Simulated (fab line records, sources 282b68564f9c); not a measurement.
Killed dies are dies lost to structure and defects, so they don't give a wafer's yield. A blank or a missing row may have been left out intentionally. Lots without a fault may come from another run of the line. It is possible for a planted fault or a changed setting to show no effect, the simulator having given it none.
A lot that was struck, set against a sound lot / flow rit_cmos / 43 out of 202 route steps
Sound: wafers L678.1, L678.2, L678.6. Wafers struck: L686.2, L686.3, L686.6. The cause comes at the end.
At each step with rows: each side's tool, then ch and its chambers, then its first start. Under that, the readings that differ: sound wafers / struck wafers / difference of the means / sigmas: that difference in standard deviations of wafers without a fault.
alike: same words and numbers on both sides, and readings whose means sit less than 2 such deviations apart. not compared: any withheld reading, any reading some wafer has no value for, any bound like >300 that may hide the same value, and any number with overlapping values for which the record gives no deviation.
A row with sigmas, a row that says differs or no value, or rows on one side alone: a step with any of these is where the two part. Numbers that have no deviation but don't overlap get no sigmas and don't part them. Lack of a reading on every wafer of one side parts them only where that side has two or more wafers.

first, 3 steps without rows for these wafers: RIT_SDANNEAL_CLEAN_00 (cleans in SC1, time 600 s); RIT_SDANNEAL_CLEAN_01 (cleans in dHF, time 30 s); RIT_SDANNEAL_CLEAN_02 (cleans in SC2, time 600 s).
RIT_SDANNEAL_RTA_03: time 5 s.
  sound on rtp_anneal-01 ch 0, day 3 19:28; struck on rtp_anneal-01 ch 0, day 5 12:22
  alike: ramp_up_c_per_s, wafer_temp_C_max
RIT_SDANNEAL_RS_MEAS_04: the measuring method here is four-point-probe.
  struck on film_metro-02, day 5 12:26; sound on film_metro-02, day 3 19:32
  alike: PSD_RS
RIT_SDANNEAL_RS_MEAS_05: the measuring method here is four-point-probe.
  struck on film_metro-02, day 5 12:33; sound on film_metro-02, day 3 19:39
  alike: NSD_RS
RIT_SDANNEAL_RS_MEAS_06: the measuring method here is four-point-probe.
  struck on film_metro-02, day 5 12:40; sound on film_metro-02, day 3 19:46
  alike: PLDD_RS
RIT_SDANNEAL_RS_MEAS_07: the measuring method here is four-point-probe.
  struck on film_metro-02, day 5 12:47; sound on film_metro-02, day 3 19:53
  alike: NLDD_RS
then, 2 steps without rows for these wafers: RIT_SILICIDE_WET_ETCH_00 (etches SiO2 in BOE, target depth 14 nm, time 15 s); RIT_SILICIDE_SPUTTER_01 (material Ti, target thk 30 nm, time 240 s).
RIT_SILICIDE_RS_MEAS_02: the measuring method here is four-point-probe.
  struck on film_metro-03, day 5 13:04; sound on film_metro-03, day 3 20:10
  alike: SILICIDE_TI_RS
RIT_SILICIDE_THK_MEAS_03: measures by xrf.
  struck on film_metro-03, day 5 13:11; sound on film_metro-03, day 3 20:17
  alike: SILICIDE_TI_THK
RIT_SILICIDE_RTA_04: time 10 s, ramp up 5 s, ramp down 5 s.
  sound on rtp_anneal-02 ch 0, day 3 20:21; struck on rtp_anneal-02 ch 0, day 5 13:14
  alike: wafer_temp_C_max
then, 1 step without rows for these wafers: RIT_SILICIDE_WET_ETCH_05 (etches Ti in SPM, time 120 s).
RIT_SILICIDE_RTA_06: time 10 s, ramp up 5 s, ramp down 10 s.
  sound on rtp_anneal-01 ch 0, day 3 20:28; struck on rtp_anneal-01 ch 0, day 5 13:21
  alike: wafer_temp_C_max
then, 1 step without rows for these wafers: RIT_CONTACT_CVD_00 (deposits SiO2 from TEOS, target thk 400 nm, time 61 s).
RIT_CONTACT_THK_MEAS_01:
  struck on film_metro-04, day 5 13:28; sound on film_metro-04, day 3 20:35
  alike: CONTACT_TEOS_THK
then, 6 steps without rows for these wafers: RIT_CONTACT_HMDS_02 (prime time 60 s); RIT_CONTACT_COAT_03 (resist thk 1000 nm); RIT_CONTACT_SOFTBAKE_04 (time 60 s); RIT_CONTACT_EXPOSE_05 (exposes mask M11, target cd 1000 nm); RIT_CONTACT_PEB_06; RIT_CONTACT_DEVELOP_07 (develop time 123 s).
RIT_CONTACT_CD_MEAS_08 targets a cd of 1000 nm.
  struck on cd_sem-01, day 5 14:30; sound on cd_sem-01, day 3 21:44
  alike: cd_nm
RIT_CONTACT_OVL_MEAS_09:
  struck on overlay-02, day 5 14:37; sound on overlay-02, day 3 21:51
  alike: CONTACT_OVL
then, 1 step without rows for these wafers: RIT_CONTACT_HARDBAKE_10 (time 60 s).
RIT_CONTACT_ETCH_11: etches SiO2 in CHF3/CF4/Ar, stops on TiSi2, target depth 480 nm, time 320 s.
  sound on rie_diel-02 ch 0,1,3, day 3 22:02; struck on rie_diel-02 ch 1,2,3, day 5 14:48
  alike: drypump_motor_current_A, oes_product_au, throttle_valve_pct
  not compared: rf_hours_counter_h
RIT_CONTACT_STRIP_12: strips in O2, time 180 s.
  sound on plasma_asher-01 ch 0,1, day 3 22:14; struck on plasma_asher-04 ch 0,1, day 5 14:59
  alike: drypump_motor_current_A
  not compared: rf_hours_counter_h
RIT_CONTACT_CD_MEAS_90 targets a cd of 1000 nm.
  struck on cd_sem-01, day 5 15:11; sound on cd_sem-02, day 3 22:25
  alike: cd_nm
then, 2 steps without rows for these wafers: RIT_CONTACT_CLEAN_13 (cleans in SC1, time 600 s); RIT_CONTACT_CLEAN_14 (cleans in SC2, time 600 s).
RIT_M1_SPUTTER_00: material Al, target thk 400 nm, time 500 s.
  struck on pvd_sputter-02, day 5 15:38; sound on pvd_sputter-01, day 3 22:53
  alike: throttle_valve_pct
RIT_M1_RS_MEAS_01: the measuring method here is four-point-probe.
  struck on film_metro-04, day 5 15:57; sound on film_metro-02, day 3 23:10
  alike: M1_AL_RS
RIT_M1_THK_MEAS_02: measures by xrf.
  struck on film_metro-04, day 5 16:04; sound on film_metro-02, day 3 23:17
  alike: M1_AL_THK
then, 6 steps without rows for these wafers: RIT_M1_HMDS_03 (prime time 60 s); RIT_M1_COAT_04 (resist thk 1300 nm); RIT_M1_SOFTBAKE_05 (time 60 s); RIT_M1_EXPOSE_06 (exposes mask M12, target cd 2600 nm); RIT_M1_PEB_07; RIT_M1_DEVELOP_08 (develop time 68 s).
RIT_M1_CD_MEAS_09 targets a cd of 2600 nm.
  struck on cd_sem-02, day 5 17:24; sound on cd_sem-01, day 4 00:14
  alike: cd_nm
RIT_M1_OVL_MEAS_10:
  struck on overlay-02, day 5 17:31; sound on overlay-02, day 4 00:21
  alike: M1_OVL
RIT_M1_PROBE_99:
  struck on prober-01, day 5 20:07; sound on prober-01, day 4 03:05
reading=model.etest.contact_nplus.end_ohm_um; sound=43.51 42.18 41.87; struck=45.97 45.95 45.1; difference=+3.15; sigmas=
reading=model.etest.npoly_line.rs_ohm_sq; sound=17.09 17.07 17.05; struck=15.94 16.08 16.05; difference=-1.05; sigmas=
reading=model.etest.ppoly_line.rs_ohm_sq; sound=16.53 16.64 16.58; struck=15.48 15.76 15.68; difference=-0.94; sigmas=
reading=model.etest.npoly_sal.rs_ohm_sq; sound=4.324 4.315 4.381; struck=4.07 4.132 4.048; difference=-0.26; sigmas=
reading=model.etest.ppoly_sal.rs_ohm_sq; sound=4.303 4.289 4.299; struck=4.034 4.099 4.022; difference=-0.245; sigmas=
reading=model.etest.pplus_sal.rs_ohm_sq; sound=4.3 4.302 4.296; struck=4.034 4.085 4.027; difference=-0.251; sigmas=
reading=model.etest.nplus_sal.rs_ohm_sq; sound=4.294 4.278 4.294; struck=4.02 4.12 4.032; difference=-0.23; sigmas=
  alike: killed_at_front_end, killed_dies, killed_open, killed_short
  not compared: model.etest.contact_pplus.end_ohm_um

== WHERE THEY PART ==
Nowhere in this record.

WHY: the cause the simulator had injected
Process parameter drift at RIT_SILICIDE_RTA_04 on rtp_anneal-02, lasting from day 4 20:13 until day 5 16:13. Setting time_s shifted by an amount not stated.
